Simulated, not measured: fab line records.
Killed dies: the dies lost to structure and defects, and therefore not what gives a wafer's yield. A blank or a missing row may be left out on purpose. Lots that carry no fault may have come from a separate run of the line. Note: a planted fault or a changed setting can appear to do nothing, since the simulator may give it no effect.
A struck lot beside a sound one -- flow berkeley-cmos170 -- 27 steps out of a route of 331
Sound: these wafers, L104.1, L104.3, L104.4. Struck: wafer L113.4 (left out: L113.3, L113.5 of the same lot, which were not struck); the cause appears at the end.
Per side, at each step with rows, come the tool, then ch with its chambers, and then its first start. Under that, the readings that differ: sound wafers -- struck wafers -- difference of the means -- sigmas: that difference in standard deviations of wafers without a fault.
alike: words and numbers the same on both sides, and readings whose means are apart by under 2 such deviations; not compared: readings that were withheld, readings missing a value for some wafer, numbers with overlapping values and no deviation given by the record, and bounds like >300 which may hide the same value.
Wherever a step has rows on one side only, a row that says differs or no value, or a row with sigmas, the two part there. Non-overlapping numbers with no deviation appear without sigmas and do not part them. A reading that every wafer of one side lacks parts them only if that side has two wafers or more.

first, 5 steps without rows for these wafers: UCB170_CONTACT_COAT_10 (resist thk 900 nm); UCB170_CONTACT_SOFTBAKE_11 (time 60 s); UCB170_CONTACT_EXPOSE_12 (exposes mask CONT, target cd 700 nm); UCB170_CONTACT_PEB_13; UCB170_CONTACT_DEVELOP_14 (develop time 45 s).
UCB170_CONTACT_CD_MEAS_15: target cd 700 nm.
  struck on cd-sem-01, day 11 23:18; sound on cd-sem-01, day 9 23:06
reading,sound,struck,difference,sigmas
cd-nm (nm),702.1 702.4 701.7,698.5,-3.6,-3
UCB170_CONTACT_OVL_MEAS_16:
  struck on overlay-01, day 11 23:23; sound on overlay-02, day 9 23:13
  alike: CONTACT_OVL
UCB170_CONTACT_ETCH_17: etches BARC in N2/H2.
  sound on rie-diel-01 ch 0,2,3, day 9 23:16; struck on rie-diel-01 ch 1, day 11 23:25
  alike: drypump-motor-current-A, oes-product-au, throttle-valve-pct
UCB170_CONTACT_ETCH_18: etches PSG in CHF3/CF4/Ar, stops on TiSi2, target depth 840 nm, time 195 s.
  sound on rie-diel-01 ch 0,2,3; struck on rie-diel-01 ch 1
  alike: drypump-motor-current-A, mfc-ar-sccm, oes-product-au, throttle-valve-pct
  not compared: rf-hours-counter-h
UCB170_CONTACT_STRIP_19: strips in O2.
  sound on plasma-asher-04 ch 0,1, day 9 23:25; struck on plasma-asher-02 ch 0, day 11 23:37
  alike: drypump-motor-current-A, o2-flow-sccm, oes-product-au
  not compared: rf-hours-counter-h
UCB170_CONTACT_CD_MEAS_90: target cd 700 nm.
  struck on cd-sem-02, day 11 23:44; sound on cd-sem-02, day 9 23:31
  alike: cd-nm
then, 1 step without rows for these wafers: UCB170_CONTACT_CLEAN_20 (cleans in SPM, time 600 s).
UCB170_M1_SPUTTER_00: material Al, target thk 600 nm, time 80 s.
  struck on pvd-sputter-02, day 11 23:59; sound on pvd-sputter-02, day 9 23:49
reading,sound,struck,difference,sigmas
model.Al_of_M1_SPUTTER_00.thk-nm (nm),601.1 594.3 593.2,749.5,+153.3,
  alike: throttle-valve-pct
UCB170_M1_RS_MEAS_01: measures by four-point-probe.
  struck on film-metro-04, day 12 00:05; sound on film-metro-04, day 9 23:53
reading,sound,struck,difference,sigmas
M1_AL_RS (ohm/sq),0.0487 0.0490 0.0492,0.0387,-0.0103,-18
UCB170_M1_THK_MEAS_02: measures by xrf.
  struck on film-metro-04, day 12 00:11; sound on film-metro-04, day 10 00:00
reading,sound,struck,difference,sigmas
M1_AL_THK (nm),597 586 588,745,+155,+22
then, 6 steps without rows for these wafers: UCB170_M1_COAT_03; UCB170_M1_COAT_04 (resist thk 900 nm); UCB170_M1_SOFTBAKE_05 (time 60 s); UCB170_M1_EXPOSE_06 (exposes mask METAL1, target cd 700 nm); UCB170_M1_PEB_07; UCB170_M1_DEVELOP_08 (develop time 45 s).
UCB170_M1_CD_MEAS_09: target cd 700 nm.
  struck on cd-sem-01, day 12 01:28; sound on cd-sem-02, day 10 01:16
  alike: cd-nm
UCB170_M1_OVL_MEAS_10:
  struck on overlay-02, day 12 01:34; sound on overlay-01, day 10 01:23
  alike: M1_OVL
UCB170_M1_ETCH_11: etches BARC in N2/H2.
  sound on rie-diel-04 ch 0,1,3, day 10 01:25; struck on rie-diel-02 ch 2, day 12 01:35
  alike: drypump-motor-current-A, oes-product-au, throttle-valve-pct
UCB170_M1_METAL_ETCH_12: etches Al in Cl2/BCl3, stops on PSG, target depth 780 nm, time 130 s.
  sound on rie-metal-01 ch 0, day 10 01:27; struck on rie-metal-01 ch 1, day 12 01:40
reading,sound,struck,difference,sigmas
drypump-motor-current-A (A),6.8 6.7 6.8,5.5,-1.3,-2
oes-product-au (a.u.),0.833 0.834 0.830,0.982,+0.150,+12
  alike: bcl3-flow-sccm, throttle-valve-pct
  not compared: rf-hours-counter-h
UCB170_M1_STRIP_13: strips in O2.
  sound on plasma-asher-03 ch 0,1, day 10 01:43; struck on plasma-asher-03 ch 1, day 12 01:48
reading,sound,struck,difference,sigmas
o2-flow-sccm (sccm),398.5 400.8 397.3,401.6,+2.7,+2
  alike: drypump-motor-current-A, oes-product-au
  not compared: rf-hours-counter-h
UCB170_M3_PROBE_99:
  struck on prober-01, day 12 17:58; sound on prober-01, day 10 14:51
reading,sound,struck,difference,sigmas
model.etest.m1-comb-over-steps.leak-log10-a-um,-12.66 -12.78 -12.77,-4.249,+8.488,
model.etest.ring.quiet-log10-a (angstrom),-8.779 -8.673 -8.821,-2.332,+6.426,
model.etest.m1.rs-ohm-sq,0.04822 0.04896 0.0491,0.03915,-0.00961,
model.etest.antenna-m1.vt-shift-v (V),-0.006877 -0.006264 -0.008634,-0.0007397,+0.0065186,

WHERE THEY PART
Last at UCB170_M1_STRIP_13 as far as this record goes, first at UCB170_CONTACT_CD_MEAS_15.

WHY: the cause the simulator had injected
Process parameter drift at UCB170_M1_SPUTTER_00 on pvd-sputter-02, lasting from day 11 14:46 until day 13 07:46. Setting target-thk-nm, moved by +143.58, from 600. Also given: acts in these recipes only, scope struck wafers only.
